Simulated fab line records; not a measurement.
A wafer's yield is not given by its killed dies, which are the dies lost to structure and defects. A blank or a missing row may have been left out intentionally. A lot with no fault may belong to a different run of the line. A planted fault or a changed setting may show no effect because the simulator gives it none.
What tool caused it? / flow berkeley_cmos170 / 18 wafers from 6 lots sampled at 3 of the route's 331 steps

== WHAT THE GAUGES SHOWED, per wafer ==
UCB170_NSD_TW_MEAS_10.
lot=L184; measured=day 7 18:57; on=film_metro-01; NSD_TW=4188 4157 4171
lot=L187; measured=day 8 03:10; on=film_metro-04; NSD_TW=4173 4192 4201
lot=L190; measured=day 8 17:44; on=film_metro-03; NSD_TW=4145 4140 4152
lot=L191; measured=day 8 18:11; on=film_metro-01; NSD_TW=4121 4120 4141
lot=L194; measured=day 10 00:07; on=film_metro-04; NSD_TW=4163 4180 4173
lot=L201; measured=day 11 14:18; on=film_metro-03; NSD_TW=30 30 30

== WHAT TOOL EACH LOT RAN ON (gives the tool, then ch and the chambers of the sampled wafers, and finally the start) ==
lot=L184; UCB170_PSD_STRIP_09=plasma_asher-02 ch 0,1, day 7 17:21; UCB170_NSD_STRIP_09=plasma_asher-02 ch 0,1, day 7 18:51
lot=L187; UCB170_PSD_STRIP_09=plasma_asher-03 ch 0,1, day 8 01:04; UCB170_NSD_STRIP_09=plasma_asher-02 ch 0,1, day 8 03:04
lot=L190; UCB170_PSD_STRIP_09=plasma_asher-01 ch 0,1, day 8 14:00; UCB170_NSD_STRIP_09=plasma_asher-02 ch 0,1, day 8 17:38
lot=L191; UCB170_PSD_STRIP_09=plasma_asher-03 ch 0,1, day 8 14:14; UCB170_NSD_STRIP_09=plasma_asher-03 ch 0,1, day 8 18:05
lot=L194; UCB170_PSD_STRIP_09=plasma_asher-01 ch 0,1, day 9 22:05; UCB170_NSD_STRIP_09=plasma_asher-02 ch 0,1, day 10 00:00
lot=L201; UCB170_PSD_STRIP_09=plasma_asher-01 ch 0,1, day 11 09:37; UCB170_NSD_STRIP_09=plasma_asher-04 ch 0,1, day 11 14:11
- UCB170_PSD_STRIP_09: strips in O2.
- UCB170_NSD_STRIP_09: strips in O2.

== THE ANSWER, worked out from the rows above alone ==
Rule: the usual values come from the lots themselves. The widest of any qualifying gaps counts: lots, ordered by their means at a reading, are off when they make up no more than a third of the lots, leave a main group of 4 or more, and stand apart from it by 3 or more times the standard deviation of that group's means. Not used: any main group whose means are identical at the precision the tables above print for the reading. Also off: a lot with no number at a reading for which 4 or more lots have one. Where the step has rows for the other lots, those lots are counted as sound.
Off: at UCB170_NSD_TW_MEAS_10 (NSD_TW), L201. Mean 4161 and standard deviation 22 in the main group.
If a tool, at a process step before that reading, ran all the lots that are off and no sound lot after the first of them, it fits. Those tools and the gauges at UCB170_NSD_TW_MEAS_10 are tried in the same way. Can't be told from this: 3 tools fit, plasma_asher-01 at UCB170_PSD_STRIP_09, plasma_asher-04 at UCB170_NSD_STRIP_09, film_metro-03 at UCB170_NSD_TW_MEAS_10.

== WHAT THE SIMULATOR HAD PUT IN ==
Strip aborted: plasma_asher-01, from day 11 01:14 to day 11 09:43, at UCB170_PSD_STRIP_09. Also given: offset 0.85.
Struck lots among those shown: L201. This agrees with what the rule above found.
